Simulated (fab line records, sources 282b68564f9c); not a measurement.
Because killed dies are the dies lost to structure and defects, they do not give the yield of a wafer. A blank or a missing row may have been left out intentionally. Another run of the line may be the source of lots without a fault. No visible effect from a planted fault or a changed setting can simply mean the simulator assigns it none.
A struck lot beside a sound one    flow rit_cmos    17 steps out of a route of 202
Sound: wafers L994.1, L994.3, L994.5. Struck: wafers L100.1, L100.5, L100.6. The cause is given at the end.
At each step with rows: each side's tool, then ch and its chambers, then its first start. Under that, the readings that differ: sound wafers    struck wafers    difference of the means    sigmas: that difference in standard deviations of wafers without a fault.
alike: same words and numbers on both sides, and readings whose means sit less than 2 such deviations apart. not compared: any withheld reading, any reading some wafer has no value for, any bound like >300 that may hide the same value, and any number with overlapping values for which the record gives no deviation.
Wherever a step has rows on one side only, a row that says differs or no value, or a row with sigmas, the two part there. Numbers that have no deviation but don't overlap get no sigmas and don't part them. A reading missing from all wafers of one side parts the sides only when that side holds two or more wafers.

first, 1 step without rows for these wafers: RIT_PRETRO_DEVELOP_05 (develop time 68 s).
RIT_PRETRO_OVL_MEAS_06:
  sound on overlay-01, day 2 17:12; struck on overlay-01, day 3 23:17
reading          sound           struck       difference  sigmas
PRETRO_OVL (nm)  -0.5 -2.9 -1.5  1.0 1.3 3.4  +3.5        +3
then, 2 steps without rows for these wafers: RIT_PRETRO_HARDBAKE_07 (time 120 s); RIT_PRETRO_IMPLANT_08.
RIT_PRETRO_STRIP_09: strips in O2, time 180 s.
  sound on plasma_asher-02 ch 0,1, day 2 17:38; struck on plasma_asher-04 ch 0,1, day 3 23:44
reading                      sound           struck          difference  sigmas
drypump_motor_current_A (A)  6.17 6.15 5.91  5.42 5.62 5.42  -0.59       -2
  not compared: rf_hours_counter_h
RIT_PRETRO_TW_MEAS_10:
  sound on film_metro-04, day 2 17:49; struck on film_metro-04, day 3 23:54
reading    sound        struck       difference  sigmas
PRETRO_TW  478 479 482  470 472 471  -9          -2
then, 5 steps without rows for these wafers: RIT_GATE_WET_ETCH_00 (etches SiO2 in BOE, target depth 56 nm, time 60 s); RIT_GATE_CLEAN_01 (cleans in SC1, time 600 s); RIT_GATE_CLEAN_02 (cleans in dHF, time 30 s); RIT_GATE_CLEAN_03 (cleans in SC2, time 600 s); RIT_GATE_CLEAN_04 (cleans in dHF, time 60 s).
RIT_FOX2_THK_MEAS_91:
  sound on film_metro-02, day 2 18:18; struck on film_metro-03, day 4 00:25
reading                      sound        struck       difference  sigmas
FIELD_OXIDE_LEFT_2_THK (nm)  255 249 253  241 239 240  -12         -2
RIT_GATE_OXIDATION_05: target thk 3 nm, ox time 270 s.
  sound on furnace-04 ch 0, day 2 19:22; struck on furnace-04 ch 0, day 4 01:21
reading                                      sound              struck             difference  sigmas
model.SiO2_of_GATE_OXIDATION_05.thk_nm (nm)  3.037 2.975 2.957  2.684 2.657 2.622  -0.335      
  alike: spike_tc_centre_C
then, 1 step without rows for these wafers: RIT_GATE_ANNEAL_06 (time 600 s).
RIT_GATE_THK_MEAS_07:
  sound on film_metro-04, day 2 21:11; struck on film_metro-04, day 4 02:41
reading              sound           struck          difference  sigmas
GATE_OXIDE_THK (nm)  3.07 2.96 2.91  2.63 2.66 2.56  -0.36       -6
then, 1 step without rows for these wafers: RIT_GATE_CVD_08 (deposits poly-Si from SiH4, target thk 250 nm, time 2220 s).
RIT_M1_PROBE_99:
  sound on prober-02, day 3 21:15; struck on prober-01, day 5 02:12
reading                              sound              struck             difference  sigmas
model.etest.pmos_0p3.r_on_ohm_um     6272 6203 6066     5632 5565 5532     -604        
model.etest.pmos_0p15.r_on_ohm_um    2660 2666 2598     2534 2475 2469     -149        
model.etest.nmos_0p3.r_on_ohm_um     2117 2102 2045     2037 2024 1993     -70         
model.etest.nmos_narrow.drive_ua_um  226.5 236.7 234.1  257.6 261.6 265.4  +29.1       
model.etest.nmos_0p3.drive_ua_um     228.9 235.6 238.4  254.6 258.5 257.9  +22.7       
model.etest.pmos_0p15.drive_ua_um    268 271.6 273.9    293.5 298.3 297.4  +25.2       
model.etest.pmos_turned.drive_ua_um  190.9 192.3 195.6  223.7 227.3 228.2  +33.5       
  alike: killed_at_contacts, killed_at_front_end, killed_dies, killed_open, killed_short
  not compared: model.etest.nmos_0p15.drive_ua_um

WHERE THEY PART
Last at RIT_GATE_THK_MEAS_07 as far as this record goes, first at RIT_PRETRO_OVL_MEAS_06. Later steps at which nothing parts them and some readings are alike: RIT_M1_PROBE_99.

WHY: what had been put in by the simulator
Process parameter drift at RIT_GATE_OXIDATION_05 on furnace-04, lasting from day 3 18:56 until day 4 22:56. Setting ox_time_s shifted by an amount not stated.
